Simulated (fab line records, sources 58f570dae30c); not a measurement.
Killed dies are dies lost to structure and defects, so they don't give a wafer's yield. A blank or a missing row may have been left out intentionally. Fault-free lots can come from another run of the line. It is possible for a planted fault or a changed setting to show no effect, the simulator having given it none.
Which tool did it? | flow berkeley cmos170 | 14 lots with 42 wafers sampled at 2 steps, on a route of 331 steps

== WHAT THE GAUGES SHOWED, per wafer ==
UCB170_PVT_TW_MEAS_09. Usual: PVT_TW typically reads 515, with standard deviation 5.6.
lot  | measured     | on            | PVT_TW      | flag
L777 | day 6 20:10  | film metro-03 | 520 521 521 |
L778 | day 7 09:14  | film metro-03 | 521 520 523 |
L781 | day 7 09:38  | film metro-04 | 508 505 504 |
L779 | day 7 09:52  | film metro-04 | 505 504 503 |
L780 | day 7 10:09  | film metro-03 | 521 521 522 |
L782 | day 8 01:03  | film metro-03 | 516 517 519 |
L786 | day 8 21:14  | film metro-01 | 516 518 513 |
L787 | day 8 21:45  | film metro-03 | 517 518 518 |
L789 | day 9 04:28  | film metro-04 | 506 506 504 |
L788 | day 9 04:52  | film metro-03 | 521 522 518 |
L790 | day 9 16:11  | film metro-01 | 516 518 517 |
L797 | day 10 22:10 | film metro-01 | 426 429 425 | OFF
L799 | day 11 07:52 | film metro-04 | 424 422 422 | OFF
L800 | day 11 08:00 | film metro-03 | 525 522 524 |

== TOOL THAT RAN EACH LOT (tool first, then ch and the chambers of the sampled wafers, then the start) ==
lot  | UCB170_PVT_IMPLANT_07
L777 | implanter-04 ch 0, day 6 19:56
L778 | implanter-01 ch 0, day 7 08:59
L781 | implanter-04 ch 0, day 7 09:25
L779 | implanter-03 ch 0, day 7 09:37
L780 | implanter-01 ch 0, day 7 09:56
L782 | implanter-04 ch 0, day 8 00:48
L786 | implanter-01 ch 0, day 8 21:01
L787 | implanter-04 ch 0, day 8 21:31
L789 | implanter-04 ch 0, day 9 04:14
L788 | implanter-03 ch 0, day 9 04:38
L790 | implanter-04 ch 0, day 9 15:58
L797 | implanter-04 ch 0, day 10 21:57
L799 | implanter-04 ch 0, day 11 07:37
L800 | implanter-03 ch 0, day 11 07:45
- UCB170_PVT_IMPLANT_07

== WHAT THE TOOLS THEMSELVES READ (means of the sampled wafers that have a number; where no wafer has one, the mark that the record gives instead) ==
UCB170_PVT_IMPLANT_07. Usual: dose ions cm2 2e+12, standard deviation 2.2e+09; faraday current uA 6.32, standard deviation 0.13.
lot  | tool         | dose ions cm2 | faraday current uA | flag
L777 | implanter-04 | 2e+12         | 6.35               |
L778 | implanter-01 | 2e+12         | 6.25               |
L781 | implanter-04 | 2e+12         | 6.35               |
L779 | implanter-03 | 2e+12         | 6.32               |
L780 | implanter-01 | 2e+12         | 6.22               |
L782 | implanter-04 | 2e+12         | 6.26               |
L786 | implanter-01 | 2e+12         | 6.41               |
L787 | implanter-04 | 2e+12         | 6.30               |
L789 | implanter-04 | 2e+12         | 6.30               |
L788 | implanter-03 | 2e+12         | 6.35               |
L790 | implanter-04 | 2e+12         | 6.19               |
L797 | implanter-04 | 1e+12         | 3.48               | OFF
L799 | implanter-04 | 1e+12         | 3.41               | OFF
L800 | implanter-03 | 2e+12         | 6.32               |

== THE ANSWER, worked out from the rows above alone ==
Rule: a lot counts as off when the mean over its wafers that have a number is more than 3 standard deviations away from the usual mean. Also off: a lot with no number at a reading for which 4 or more lots have one. All remaining lots with rows at the step are treated as sound. The gauges are gone through in route order, then the tools' own readings, and for those a lot's mean is taken as printed above. The first step at which some lot is off is used, and at that step the reading that is off furthest; a lot without a number counts as furthest.
Off: L797, L799, seen at UCB170_PVT_TW_MEAS_09 (PVT_TW).
If a tool, at a process step before that reading, ran all the lots that are off and no sound lot after the first of them, it fits. The gauges at UCB170_PVT_TW_MEAS_09 aren't tried: what is off there is off at UCB170_PVT_IMPLANT_07 too, on other tools, and a gauge's error can't cause that. One candidate fits, namely implanter-04 at UCB170_PVT_IMPLANT_07. A fault onset in the window from L790 (day 9 15:58, its last sound lot) to L797 (day 10 21:57, its first lot off) fits.
The tool's own readings at UCB170_PVT_IMPLANT_07 bear it out: on the lots that are off they differ by more than 5 times the standard deviation of the sound lots' means. dose ions cm2 reads 1e+12 there against 2e+12 on the sound lots; faraday current uA reads 3.45 there against 6.30 on the sound lots.

== WHAT THE SIMULATOR PUT IN ==
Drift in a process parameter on implanter-04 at UCB170_PVT_IMPLANT_07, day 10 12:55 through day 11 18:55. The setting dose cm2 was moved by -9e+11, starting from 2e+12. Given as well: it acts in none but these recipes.
Struck lots among those shown: L797, L799. The same result came from the rule above.
